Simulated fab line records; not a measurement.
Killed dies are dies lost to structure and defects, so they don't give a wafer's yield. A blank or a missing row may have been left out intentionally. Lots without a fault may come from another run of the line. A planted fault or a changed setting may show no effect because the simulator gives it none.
Split-lot experiment ; flow berkeley_cmos170 ; 23 wafers read from 5 lots, route of 331 steps

== ABOUT THE SPLIT ==
At UCB170_SPACER_CVD_00 (deposits SiO2 from TEOS/O2, target thk 376 nm, time 47 s), the setting rf_w was moved away from the recipe's 550 W on 12 of the 23 wafers read, by -9.3% to +7.1%. This setting was run at the recipe's value on the other wafers.

== SPLIT TO READING: what lies between them in the file, 1 step ==
- UCB170_SPACER_ANNEAL_02: time 1800 s

== THE READING ==
etch.depth_nm (the simulator's own value, which no gauge read), in nm, at UCB170_SPACER_ETCHBACK_03 (etches SiO2 in CHF3/CF4/Ar, stops on Si, target depth 376 nm, time 100 s). The file gives no usual value for it. Across the 11 wafers here that went through the recipe, the average is 370.2 nm and the standard deviation 5.8 nm.

wafer;tool, chamber at the split;rf_w as run, W;against the recipe;etch.depth_nm, nm;against lot-mates on the recipe
L076.1;pecvd-02, 0,1;498.7;-9.3%;363.7;-15.3
L076.3;pecvd-02, 0,1;498.7;-9.3%;363.7;-15.3
L076.2;pecvd-02, 2;550;recipe;377.1;-
L076.4;pecvd-02, 1;498.7;-9.3%;371.6;-7.4
L076.5;pecvd-02, 2;550;recipe;380.8;-
L078.1;pecvd-01, 0;550;recipe;366.9;-
L078.2;pecvd-01, 1;588.8;+7.1%;374;+10.7
L078.3;pecvd-01, 2;550;recipe;359.7;-
L078.5;pecvd-01, 1;588.8;+7.1%;376.1;+12.8
L078.6;pecvd-01, 0;588.8;+7.1%;376.7;+13.4
L079.1;pecvd-02, 2;550;recipe;370.1;-
L079.4;pecvd-02, 2;550;recipe;378.2;-
L079.6;pecvd-02, 1;550;recipe;368.4;-
L080.1;pecvd-01, 2;506.8;-7.9%;353.8;-14.2
L080.2;pecvd-01, 1;506.8;-7.9%;354.9;-13.1
L080.3;pecvd-01, 0;550;recipe;366.6;-
L080.4;pecvd-01, 1;506.8;-7.9%;357.3;-10.7
L080.6;pecvd-01, 2;550;recipe;369.3;-
L081.1;pecvd-01, 2;527.9;-4.0%;355.7;-12.1
L081.2;pecvd-01, 1;527.9;-4.0%;359.2;-8.6
L081.3;pecvd-01, 0;550;recipe;367.4;-
L081.5;pecvd-01, 2;550;recipe;368.2;-
L081.6;pecvd-01, 0;527.9;-4.0%;366.3;-1.5
Where a row lists several chambers, the file gives one row for several wafers and doesn't say which wafer went through which chamber.

FIT RESULTS
A straight line over all 23 wafers: etch.depth_nm changes by +0.997 nm for each +1% of rf_w; r = +0.64; the points scatter about the line by 6.2 nm.
The same after taking each lot's own level away (the mean of its wafers on the recipe; 23 wafers): +1.57 nm for each +1%; r = +0.93; scatter 3.2 nm.
On that fit, the largest move of rf_w shifts the reading by 15 nm.
From 363.30 to 378.95 nm: that is the span of the lots' own levels, equal to 2.7 times the standard deviation above.
So the lot-to-lot level blurs the effect unless lot-mates are compared.
Check: -14.2 nm against its lot-mates is what the line predicts for one of the wafers moved furthest among these (-9.3%) when that wafer is left out of the fit. Against them it came out at -15.3 nm.

== THE WHOLE CHAIN: every reading that the file lists as answering this split, in the file's order ==
step;what it does;reading;change (the file's fit);r (the file's)
UCB170_SPACER_CVD_00;deposits SiO2 from TEOS/O2, target thk 376 nm, time 47 s;SiO2_of_SPACER_CVD_00.thk_nm (the simulator's own value, which no gauge read);+1.55 nm for each +1% of the setting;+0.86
UCB170_SPACER_ETCHBACK_03;etches SiO2 in CHF3/CF4/Ar, stops on Si, target depth 376 nm, time 100 s;etch.depth_nm (the simulator's own value, which no gauge read);+1.55 nm for each +1% of the setting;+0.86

== FILE'S OWN FIT ==
etch.depth_nm changes by +1.55 nm for each +1% of rf_w, r = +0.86.
